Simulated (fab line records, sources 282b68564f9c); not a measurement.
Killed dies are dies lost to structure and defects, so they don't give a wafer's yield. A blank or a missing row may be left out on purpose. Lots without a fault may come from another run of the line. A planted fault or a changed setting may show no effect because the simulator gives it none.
Which tool did it? | flow rit_cmos | 14 lots, 42 wafers sampled, at 3 steps of a route of 202

WHAT THE GAUGES READ, wafer by wafer
RIT_FOX2_THK_MEAS_90.
lot  | measured    | on            | FIELD_OXIDE_LEFT_1_THK (nm)
L108 | day 1 19:19 | film_metro-04 | 319 313 325
L109 | day 2 00:16 | film_metro-04 | 331 324 328
L110 | day 2 06:04 | film_metro-04 | 328 327 328
L111 | day 2 11:01 | film_metro-04 | 311 314 314
L112 | day 2 15:24 | film_metro-02 | 322 324 322
L114 | day 3 01:22 | film_metro-02 | 316 321 325
L115 | day 3 06:54 | film_metro-02 | 322 320 325
L117 | day 3 17:35 | film_metro-04 | 334 332 339
L118 | day 3 22:02 | film_metro-02 | 335 327 331
L119 | day 4 02:14 | film_metro-02 | 325 320 324
L121 | day 4 12:20 | film_metro-02 | 318 321 321
L123 | day 5 00:29 | film_metro-04 | 323 328 321
L128 | day 6 01:50 | film_metro-04 | 326 329 328
L131 | day 6 16:41 | film_metro-01 | 326 322 324

RIT_GATE_THK_MEAS_09.
lot  | measured    | on            | GATE_POLY_THK (nm)
L108 | day 2 11:05 | film_metro-02 | 246.3 246.5 247.8
L109 | day 2 16:10 | film_metro-04 | 254.5 255.2 252.5
L110 | day 2 22:22 | film_metro-04 | 248.5 247.3 249.5
L111 | day 3 02:29 | film_metro-02 | 252.8 252.6 254.5
L112 | day 3 09:22 | film_metro-04 | 248.5 250.3 248.3
L114 | day 3 16:35 | film_metro-04 | 250.0 248.5 251.0
L115 | day 3 22:40 | film_metro-04 | 249.2 247.3 248.0
L117 | day 4 09:11 | film_metro-04 | 252.2 252.4 252.5
L118 | day 4 13:25 | film_metro-04 | 251.5 251.6 251.9
L119 | day 4 18:10 | film_metro-04 | 253.1 254.7 254.6
L121 | day 5 04:39 | film_metro-01 | 262.2 261.7 261.2
L123 | day 5 17:52 | film_metro-04 | 264.4 263.9 263.5
L128 | day 6 21:29 | film_metro-04 | 245.7 247.7 246.4
L131 | day 7 09:25 | film_metro-04 | 251.6 252.7 251.9

WHICH TOOL RAN EACH LOT (tool, then ch and the chambers of the sampled wafers, then the start)
lot  | RIT_GATE_CVD_08
L108 | lpcvd-01 ch 1, day 2 09:28
L109 | lpcvd-01 ch 1, day 2 14:32
L110 | lpcvd-01 ch 0, day 2 20:45
L111 | lpcvd-02 ch 0, day 3 00:52
L112 | lpcvd-02 ch 1, day 3 05:43
L114 | lpcvd-01 ch 1, day 3 14:58
L115 | lpcvd-02 ch 1, day 3 21:02
L117 | lpcvd-01 ch 1, day 4 07:34
L118 | lpcvd-02 ch 0, day 4 11:47
L119 | lpcvd-01 ch 1, day 4 16:32
L121 | lpcvd-02 ch 0, day 5 03:01
L123 | lpcvd-02 ch 1, day 5 16:14
L128 | lpcvd-01 ch 0, day 6 19:51
L131 | lpcvd-01 ch 1, day 7 07:47
- RIT_GATE_CVD_08: deposits poly-Si from SiH4, target thk 250 nm, time 2220 s.

WHAT THE TOOLS THEMSELVES READ (means of the sampled wafers that have a number; where no wafer has one, the mark that the record gives instead)
RIT_GATE_CVD_08.
lot  | tool     | sih4_flow_sccm (sccm) | susceptor_temp_C (C)
L108 | lpcvd-01 | 100.18                | 609.76
L109 | lpcvd-01 | 100.00                | 610.13
L110 | lpcvd-01 | 99.85                 | 610.03
L111 | lpcvd-02 | 99.96                 | 610.13
L112 | lpcvd-02 | 100.25                | 609.76
L114 | lpcvd-01 | 100.05                | 610.32
L115 | lpcvd-02 | 99.91                 | 610.07
L117 | lpcvd-01 | 100.03                | 609.85
L118 | lpcvd-02 | 100.24                | 609.98
L119 | lpcvd-01 | 100.01                | 610.18
L121 | lpcvd-02 | 100.29                | 609.93
L123 | lpcvd-02 | 99.88                 | 609.76
L128 | lpcvd-01 | 100.06                | 610.13
L131 | lpcvd-01 | 100.28                | 610.11

THE ANSWER, worked out from the rows above alone
Rule: what is usual is taken from the lots themselves. Put in order of their means at a reading, lots are off if they are a third of the lots or fewer, leave a main group of 4 or more, and stand apart from it by a gap of 3 or more times the standard deviation of the main group's means; of several such gaps the widest counts. A main group whose means are all the same, to the digits that the tables above print for the reading, isn't used. A lot without any number at a reading at which 4 lots or more have one is off too. The other lots that the step has rows for count as sound. The gauges are gone through in route order, then the tools' own readings, and for those a lot's mean is taken as printed above. The first step at which some lot is off is used, and at that step the reading that is off furthest; a lot without a number counts as furthest.
No lot is off at any reading shown: from this, nothing can be told.

WHAT THE SIMULATOR HAD PUT IN
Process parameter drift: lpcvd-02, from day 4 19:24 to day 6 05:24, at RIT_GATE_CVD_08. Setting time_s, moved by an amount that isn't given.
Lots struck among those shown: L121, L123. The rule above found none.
